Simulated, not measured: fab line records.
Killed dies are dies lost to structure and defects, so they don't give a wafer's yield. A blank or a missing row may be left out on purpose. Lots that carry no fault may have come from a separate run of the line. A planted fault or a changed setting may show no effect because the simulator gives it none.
Split-lot experiment + flow rit cmos + 23 wafers read from 5 lots, route of 202 steps

== ON THE SPLIT ==
At RIT_CONTACT_CVD_00 (deposits SiO2 from TEOS, target thk 400 nm, time 61 s), the setting time s was moved away from the recipe's 61 s on 10 of the 23 wafers read, by -11.9% to +12.6%. For the rest of the wafers, this setting stayed at what the recipe calls for.

Between the split and the reading, the file records no step.

== THE READING ==
Values of CONTACT_TEOS_THK in nm from RIT_CONTACT_THK_MEAS_01. On this fab line, fault-free wafers typically give 399 nm with a standard deviation of 5.9 nm.

| wafer  | tool, chamber at the split | time s as run, s | against the recipe | CONTACT_TEOS_THK, nm | against lot-mates on the recipe |
|--------|----------------------------|------------------|--------------------|----------------------|---------------------------------|
| L075.4 | pecvd-03, 2                | 61               | recipe             | 404                  | -                               |
| L075.5 | pecvd-03, 1                | 61               | recipe             | 407                  | -                               |
| L075.6 | pecvd-03, 0                | 61               | recipe             | 407                  | -                               |
| L078.1 | pecvd-03, 1,2              | 61               | recipe             | 398                  | -                               |
| L078.3 | pecvd-03, 1,2              | 61               | recipe             | 391                  | -                               |
| L078.4 | pecvd-03, 0                | 61               | recipe             | 401                  | -                               |
| L078.5 | pecvd-03, 2                | 68.69            | +12.6%             | 452                  | +55                             |
| L078.6 | pecvd-03, 1                | 68.69            | +12.6%             | 456                  | +59                             |
| L081.1 | pecvd-03, 2                | 53.74            | -11.9%             | 342                  | -58                             |
| L081.2 | pecvd-03, 1                | 53.74            | -11.9%             | 341                  | -60                             |
| L081.4 | pecvd-03, 2                | 61               | recipe             | 399                  | -                               |
| L081.5 | pecvd-03, 1                | 53.74            | -11.9%             | 354                  | -46                             |
| L081.6 | pecvd-03, 0                | 61               | recipe             | 402                  | -                               |
| L083.1 | pecvd-01, 2,1              | 61               | recipe             | 398                  | -                               |
| L083.2 | pecvd-01, 0                | 61               | recipe             | 394                  | -                               |
| L083.3 | pecvd-01, 2,1              | 61               | recipe             | 390                  | -                               |
| L083.4 | pecvd-01, 1                | 57.46            | -5.8%              | 376                  | -18                             |
| L083.6 | pecvd-01, 0                | 57.46            | -5.8%              | 377                  | -17                             |
| L085.1 | pecvd-04, 2                | 61               | recipe             | 398                  | -                               |
| L085.2 | pecvd-04, 1                | 61               | recipe             | 404                  | -                               |
| L085.4 | pecvd-04, 1                | 55.39            | -9.2%              | 375                  | -26                             |
| L085.5 | pecvd-04, 2                | 55.39            | -9.2%              | 373                  | -28                             |
| L085.6 | pecvd-04, 0                | 55.39            | -9.2%              | 368                  | -33                             |
Where a row lists several chambers, the file gives one row for several wafers and doesn't say which wafer went through which chamber.

FIT RESULTS
A straight line over all 23 wafers: CONTACT_TEOS_THK changes by +4.11 nm for each +1% of time s; r = +0.97; the points scatter about the line by 6.5 nm.
The same after taking each lot's own level away (the mean of its wafers on the recipe; 23 wafers): +4.22 nm for each +1%; r = +0.98; scatter 5.7 nm.
On that fit, the largest move of time s shifts the reading by 53 nm.
Measured against the standard deviation above, the lots' own levels, which go from 394.0 to 406.0 nm, span 2.0 times it.
Consequently the slope shifts little with the lot-to-lot level, the two slopes agreeing.
Check: for one of the wafers moved furthest among these (+12.6%), held out of the fit, the line's prediction against its lot-mates is +54.6 nm. It came out at +55.3 nm against them.

== OTHER SPLITS APPLIED TO THESE WAFERS ==
Before the reading, these wafers also passed through other splits. Each is held against what the fit with the lots' levels taken away leaves over:
| other split on the same wafers | wafers away from the commonest value | r with CONTACT_TEOS_THK (lot level and that fit taken away) |
|--------------------------------|--------------------------------------|-------------------------------------------------------------|
| RIT_SDANNEAL_RTA_03 time s     | 10                                   | +0.05                                                       |

== THE WHOLE CHAIN: every reading that the file lists as answering this split, in the file's order ==
| step                    | what it does                                                                | reading                                                                        | change (the file's fit)              | r (the file's) |
|-------------------------|-----------------------------------------------------------------------------|--------------------------------------------------------------------------------|--------------------------------------|----------------|
| RIT_CONTACT_CVD_00      | deposits SiO2 from TEOS, target thk 400 nm, time 61 s                       | SiO2_of_CONTACT_CVD_00.thk nm (the simulator's own value, which no gauge read) | +4.14 nm for each +1% of the setting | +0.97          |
| RIT_CONTACT_THK_MEAS_01 |                                                                             | CONTACT_TEOS_THK                                                               | +4.17 for each +1% of the setting    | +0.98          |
| RIT_CONTACT_ETCH_11     | etches SiO2 in CHF3/CF4/Ar, stops on TiSi2, target depth 480 nm, time 320 s | etch.depth nm (the simulator's own value, which no gauge read)                 | +4.14 nm for each +1% of the setting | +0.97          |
| RIT_CONTACT_ETCH_11     | etches SiO2 in CHF3/CF4/Ar, stops on TiSi2, target depth 480 nm, time 320 s | CONTACT.feature depth nm (the simulator's own value, which no gauge read)      | +4.17 nm for each +1% of the setting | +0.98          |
| RIT_M1_METAL_ETCH_12    | etches Al in Cl2/BCl3, stops on SiO2, time 165 s, target depth 600 nm       | SiO2_of_CONTACT_CVD_00.thk nm (the simulator's own value, which no gauge read) | +4.05 nm for each +1% of the setting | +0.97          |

== THE FILE'S OWN FIT ==
CONTACT_TEOS_THK changes by +4.17 nm for each +1% of time s, r = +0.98.
